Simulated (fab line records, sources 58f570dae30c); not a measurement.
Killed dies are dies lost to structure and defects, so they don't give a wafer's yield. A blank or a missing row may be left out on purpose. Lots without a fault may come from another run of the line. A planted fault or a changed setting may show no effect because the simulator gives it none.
A struck lot beside a sound one | flow berkeley_cmos170 | 43 steps out of a route of 331
Sound: wafers L747.1, L747.5, L747.6. Struck: wafers L754.1, L754.2, L754.5. The cause comes at the end.
At each step with rows: each side's tool, then ch and its chambers, then its first start. Under that, the readings that differ: sound wafers | struck wafers | difference of the means | sigmas: that difference in standard deviations of wafers without a fault.
alike: readings whose means differ by less than 2 such deviations, and words and numbers that are the same on both sides. not compared: withheld readings, readings that some wafer has no value for, bounds like >300 that may hide the same value, and numbers for which the record gives no deviation and whose values overlap.
The two part at a step that has a row with sigmas, a row that says differs or no value, or rows on one side only. Numbers that don't overlap but have no deviation are shown without sigmas and don't part them. A reading that every wafer of one side lacks parts them only if that side has two wafers or more.

first, 2 steps without rows for these wafers: UCB170_PFIELD_PEB_04; UCB170_PFIELD_DEVELOP_05 (develop time 45 s).
UCB170_PFIELD_OVL_MEAS_06:
  sound on overlay-02, day 5 18:04; struck on overlay-01, day 6 21:42
  alike: PFIELD_OVL
then, 1 step without rows for these wafers: UCB170_PFIELD_IMPLANT_07.
UCB170_PFIELD_STRIP_08: strips in O2.
  sound on plasma_asher-03 ch 0,1, day 5 18:16; struck on plasma_asher-03 ch 0,1, day 6 21:53
  alike: drypump_motor_current_A, o2_flow_sccm, oes_product_au, strip_time_to_endpoint_s
  not compared: rf_hours_counter_h
UCB170_PFIELD_TW_MEAS_09:
  sound on film_metro-03, day 5 18:22; struck on film_metro-01, day 6 21:59
  alike: PFIELD_TW
then, 2 steps without rows for these wafers: UCB170_FIELD_CLEAN_00 (cleans in dHF, time 7.5 s); UCB170_FIELD_OXIDATION_01 (target thk 558.3 nm, ox time 7200 s).
UCB170_FIELD_THK_MEAS_02:
  sound on film_metro-03, day 6 00:22; struck on film_metro-02, day 7 07:15
  alike: FIELD_OXIDE_THK
then, 3 steps without rows for these wafers: UCB170_FIELD_ANNEAL_03 (time 1200 s); UCB170_FIELD_WET_ETCH_04 (etches SiO2 in dHF, time 60 s); UCB170_FIELD_WET_ETCH_05 (etches Si3N4 in H3PO4, time 12600 s).
UCB170_FIELD_WET_ETCH_06: etches SiO2 in BOE, time 22 s.
  sound on wet_bench-03 ch 2, day 6 10:01; struck on wet_bench-01 ch 0, day 7 18:04
UCB170_FIELD_THK_MEAS_90:
  sound on film_metro-03, day 6 10:01; struck on film_metro-03, day 7 18:05
  alike: FIELD_OXIDE_LEFT_1_THK
then, 2 steps without rows for these wafers: UCB170_SACOX_CLEAN_00 (cleans in dHF, time 7.5 s); UCB170_SACOX_OXIDATION_01 (target thk 14.4 nm, ox time 2400 s).
UCB170_SACOX_THK_MEAS_02:
  sound on film_metro-03, day 6 19:09; struck on film_metro-04, day 8 00:08
  alike: SACOX_OXIDE_THK
then, 2 steps without rows for these wafers: UCB170_SCREENOX_WET_ETCH_00 (etches SiO2 in dHF, time 200 s); UCB170_SCREENOX_OXIDATION_01 (target thk 14.4 nm, ox time 2400 s).
UCB170_SCREENOX_THK_MEAS_02:
  sound on film_metro-02, day 7 04:04; struck on film_metro-04, day 8 05:43
  alike: SCREENOX_OXIDE_THK
then, 7 steps without rows for these wafers: UCB170_SCREENOX_ANNEAL_03 (time 900 s); UCB170_NVT_HMDS_00 (prime time 60 s); UCB170_NVT_COAT_01 (resist thk 900 nm); UCB170_NVT_SOFTBAKE_02 (time 60 s); UCB170_NVT_EXPOSE_03 (exposes mask PWELL, target cd 3000 nm); UCB170_NVT_PEB_04; UCB170_NVT_DEVELOP_05 (develop time 45 s).
UCB170_NVT_OVL_MEAS_06:
  sound on overlay-01, day 7 11:31; struck on overlay-01, day 8 13:28
  alike: NVT_OVL
then, 1 step without rows for these wafers: UCB170_NVT_IMPLANT_07.
UCB170_NVT_STRIP_08: strips in O2.
  sound on plasma_asher-01 ch 0,1, day 7 11:42; struck on plasma_asher-04 ch 0,1, day 8 13:40
  reading             | sound             | struck            | difference | sigmas
  o2_flow_sccm (sccm) | 399.1 399.6 399.3 | 400.5 402.1 401.9 | +2.2       | +2
  alike: drypump_motor_current_A, oes_product_au, strip_time_to_endpoint_s
  not compared: rf_hours_counter_h
UCB170_NVT_TW_MEAS_09:
  sound on film_metro-01, day 7 11:48; struck on film_metro-02, day 8 13:46
  reading | sound       | struck      | difference | sigmas
  NVT_TW  | 529 530 529 | 515 519 519 | -12        | -2
then, 7 steps without rows for these wafers: UCB170_NVT_CLEAN_10 (cleans in SPM, time 600 s); UCB170_PVT_HMDS_00 (prime time 60 s); UCB170_PVT_COAT_01 (resist thk 900 nm); UCB170_PVT_SOFTBAKE_02 (time 60 s); UCB170_PVT_EXPOSE_03 (exposes mask NWELL, target cd 3000 nm); UCB170_PVT_PEB_04; UCB170_PVT_DEVELOP_05 (develop time 45 s).
UCB170_PVT_OVL_MEAS_06:
  sound on overlay-01, day 7 13:39; struck on overlay-01, day 8 17:52
  alike: PVT_OVL
then, 1 step without rows for these wafers: UCB170_PVT_IMPLANT_07.
UCB170_PVT_STRIP_08: strips in O2.
  sound on plasma_asher-03 ch 0,1, day 7 13:50; struck on plasma_asher-01 ch 0,1, day 8 18:03
  alike: drypump_motor_current_A, o2_flow_sccm, oes_product_au, strip_time_to_endpoint_s
  not compared: rf_hours_counter_h
UCB170_PVT_TW_MEAS_09:
  sound on film_metro-03, day 7 13:56; struck on film_metro-04, day 8 18:09
  alike: PVT_TW
-- the record jumps here: 3 days lie between the struck wafers' starts before and after (it left off in module PVT and takes up again in module M3, whose first step shown is number 331 of the route) --
UCB170_M3_PROBE_99:
  the record has rows for the struck wafers here (prober-01, day 11 08:20) and none for the sound ones

WHERE THEY PART
First at UCB170_NVT_STRIP_08; last, within this record, at UCB170_M3_PROBE_99.

WHY: what the simulator had put in
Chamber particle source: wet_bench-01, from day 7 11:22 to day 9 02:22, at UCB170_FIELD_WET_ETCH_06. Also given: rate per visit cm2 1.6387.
